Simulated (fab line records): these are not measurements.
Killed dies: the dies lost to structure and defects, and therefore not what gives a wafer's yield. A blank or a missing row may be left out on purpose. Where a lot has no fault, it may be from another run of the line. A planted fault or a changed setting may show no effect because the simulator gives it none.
Split-lot study | flow ritCmos | 5 lots, 23 wafers read, on a route of 202 steps

THE SPLIT
At RIT_ACTIVE_CVD_03 (deposits Si3N4 from SiH2Cl2/NH3, target thk 150 nm, time 1500 s), the setting timeS was moved away from the recipe's 1500 s on 15 of the 23 wafers read, by +4.3% to +9.6%. All remaining wafers had this setting at the recipe value.

Split to reading: the file shows no intervening step.

THE READING
Values of ACTIVE_NITRIDE_THK in nm from RIT_ACTIVE_THK_MEAS_04. A value of 150.7 nm with a standard deviation of 1.2 nm is what fault-free wafers of this fab line usually give.

wafer  | tool, chamber at the split | timeS as run, s | against the recipe | ACTIVE_NITRIDE_THK, nm | against lot-mates on the recipe
L075.3 | lpcvd-02, 0                | 1500            | recipe             | 149.9                  | -
L075.4 | lpcvd-02, 0                | 1500            | recipe             | 151.9                  | -
L075.5 | lpcvd-02, 0                | 1500            | recipe             | 151.6                  | -
L077.1 | -, -                       | 1565            | +4.3%              | 154.6                  | no lot-mate on the recipe
L077.2 | -, -                       | 1565            | +4.3%              | 157.5                  | no lot-mate on the recipe
L077.3 | -, -                       | 1565            | +4.3%              | 156.8                  | no lot-mate on the recipe
L077.4 | -, -                       | 1565            | +4.3%              | 157.1                  | no lot-mate on the recipe
L077.6 | -, -                       | 1565            | +4.3%              | 156.0                  | no lot-mate on the recipe
L078.1 | -, -                       | 1500            | recipe             | 149.9                  | -
L078.3 | -, -                       | 1500            | recipe             | 150.1                  | -
L078.4 | -, -                       | 1500            | recipe             | 149.9                  | -
L078.5 | -, -                       | 1500            | recipe             | 149.2                  | -
L078.6 | -, -                       | 1500            | recipe             | 150.0                  | -
L080.1 | -, -                       | 1644            | +9.6%              | 165.1                  | no lot-mate on the recipe
L080.2 | -, -                       | 1644            | +9.6%              | 165.8                  | no lot-mate on the recipe
L080.4 | -, -                       | 1644            | +9.6%              | 165.4                  | no lot-mate on the recipe
L080.5 | -, -                       | 1644            | +9.6%              | 165.5                  | no lot-mate on the recipe
L080.6 | -, -                       | 1644            | +9.6%              | 166.6                  | no lot-mate on the recipe
L083.1 | -, -                       | 1618            | +7.9%              | 165.0                  | no lot-mate on the recipe
L083.2 | -, -                       | 1618            | +7.9%              | 164.5                  | no lot-mate on the recipe
L083.3 | -, -                       | 1618            | +7.9%              | 163.4                  | no lot-mate on the recipe
L083.4 | -, -                       | 1618            | +7.9%              | 164.2                  | no lot-mate on the recipe
L083.5 | -, -                       | 1618            | +7.9%              | 164.1                  | no lot-mate on the recipe

FIT RESULTS
A straight line over all 23 wafers: ACTIVE_NITRIDE_THK changes by +1.67 nm for each +1% of timeS; r = +0.99; the points scatter about the line by 1.1 nm.
Too few moved wafers have a lot-mate on the recipe to fit a line with each lot's own level taken away.

THE WHOLE CHAIN: every reading that the file lists as answering this split, in the file's order
step                   | what it does                                                        | reading                                                                       | change (the file's fit)              | r (the file's)
RIT_ACTIVE_CVD_03      | deposits Si3N4 from SiH2Cl2/NH3, target thk 150 nm, time 1500 s     | Si3N4_of_ACTIVE_CVD_03.thkNm (the simulator's own value, which no gauge read) | +1.67 nm for each +1% of the setting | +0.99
RIT_ACTIVE_THK_MEAS_04 |                                                                     | ACTIVE_NITRIDE_THK                                                            | +1.67 for each +1% of the setting    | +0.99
RIT_ACTIVE_ETCH_13     | etches Si3N4 in SF6, stops on SiO2, time 210 s, target depth 210 nm | ACTIVE.featureDepthNm (the simulator's own value, which no gauge read)        | +1.81 nm for each +1% of the setting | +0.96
RIT_ACTIVE_ETCH_13     | etches Si3N4 in SF6, stops on SiO2, time 210 s, target depth 210 nm | etch.depthNm (the simulator's own value, which no gauge read)                 | +1.67 nm for each +1% of the setting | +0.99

THE FILE'S OWN FIT
ACTIVE_NITRIDE_THK changes by +1.67 nm for each +1% of timeS, r = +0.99.
